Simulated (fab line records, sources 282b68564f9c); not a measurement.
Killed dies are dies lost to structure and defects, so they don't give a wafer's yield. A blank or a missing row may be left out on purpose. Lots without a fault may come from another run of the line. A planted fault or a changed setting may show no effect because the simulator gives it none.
Which tool did it? | flow rit_cmos | 15 lots, 45 wafers sampled, at 1 step of a route of 202

WHAT THE GAUGES READ, wafer by wafer
The record holds no reading of a measuring or inspecting step that can be judged against a usual standard deviation.

WHICH TOOL RAN EACH LOT (tool, then ch and the chambers of the sampled wafers, then the start)
lot  | RIT_PWELL_HARDBAKE_07
L947 | litho_track-04 ch 0, day 1 23:54
L948 | litho_track-03 ch 0, day 2 03:40
L949 | litho_track-03 ch 0, day 2 16:19
L950 | litho_track-04 ch 0, day 2 17:48
L951 | litho_track-03 ch 0, day 2 21:31
L952 | litho_track-04 ch 0, day 3 05:08
L953 | litho_track-03 ch 0, day 3 05:23
L954 | litho_track-03 ch 0, day 3 10:16
L957 | litho_track-04 ch 0, day 4 00:03
L960 | litho_track-02 ch 0, day 4 15:49
L961 | litho_track-02 ch 0, day 4 21:54
L965 | litho_track-02 ch 0, day 5 17:07
L966 | litho_track-04 ch 0, day 5 21:50
L967 | litho_track-03 ch 0, day 6 04:21
L969 | litho_track-03 ch 0, day 6 13:35
- RIT_PWELL_HARDBAKE_07: time 120 s.

WHAT THE TOOLS THEMSELVES READ (means of the sampled wafers that have a number; where no wafer has one, the mark that the record gives instead)
RIT_PWELL_HARDBAKE_07. Usual: heater_power_total_W 52.03 W, standard deviation 0.064; plate_temp_C 139.95 C, standard deviation 0.15.
lot  | tool           | heater_power_total_W (W) | plate_temp_C (C) | flag
L947 | litho_track-04 | 52.13                    | 139.71           |
L948 | litho_track-03 | 52.04                    | 139.74           |
L949 | litho_track-03 | 52.00                    | 140.01           |
L950 | litho_track-04 | 52.01                    | 140.00           |
L951 | litho_track-03 | 52.01                    | 140.06           |
L952 | litho_track-04 | 51.98                    | 140.06           |
L953 | litho_track-03 | 52.04                    | 140.10           |
L954 | litho_track-03 | 52.06                    | 140.08           |
L957 | litho_track-04 | 52.02                    | 139.88           |
L960 | litho_track-02 | 50.15                    | 136.18           | OFF
L961 | litho_track-02 | 50.18                    | 136.22           | OFF
L965 | litho_track-02 | 50.16                    | 135.85           | OFF
L966 | litho_track-04 | 52.00                    | 139.99           |
L967 | litho_track-03 | 52.02                    | 140.11           |
L969 | litho_track-03 | 52.04                    | 139.87           |

THE ANSWER, worked out from the rows above alone
Rule: a lot is off if the mean of its wafers that have a number lies more than 3 standard deviations from the usual mean. A lot without any number at a reading at which 4 lots or more have one is off too. The other lots that the step has rows for count as sound. The gauges are gone through in route order, then the tools' own readings, and for those a lot's mean is taken as printed above. The first step at which some lot is off is used, and at that step the reading that is off furthest; a lot without a number counts as furthest.
Off: L960, L961, L965, at RIT_PWELL_HARDBAKE_07 (heater_power_total_W).
A tool fits if, at that step or a process step before it, it ran every lot that is off, and no sound lot after the first of them. One fits: litho_track-02 at RIT_PWELL_HARDBAKE_07. It ran no sound lot before its first lot that is off in this sample, so the start can't be narrowed down.
The tool's own readings at RIT_PWELL_HARDBAKE_07 bear it out: on the lots that are off they differ by more than 5 times the standard deviation of the sound lots' means. heater_power_total_W reads 50.16 W there against 52.03 W on the sound lots; plate_temp_C reads 136.08 C there against 139.97 C on the sound lots.

WHAT THE SIMULATOR HAD PUT IN
Process parameter drift: litho_track-02, from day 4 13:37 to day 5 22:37, at RIT_PWELL_HARDBAKE_07. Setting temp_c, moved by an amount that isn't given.
Lots struck among those shown: L960, L961, L965. The rule above found the same.
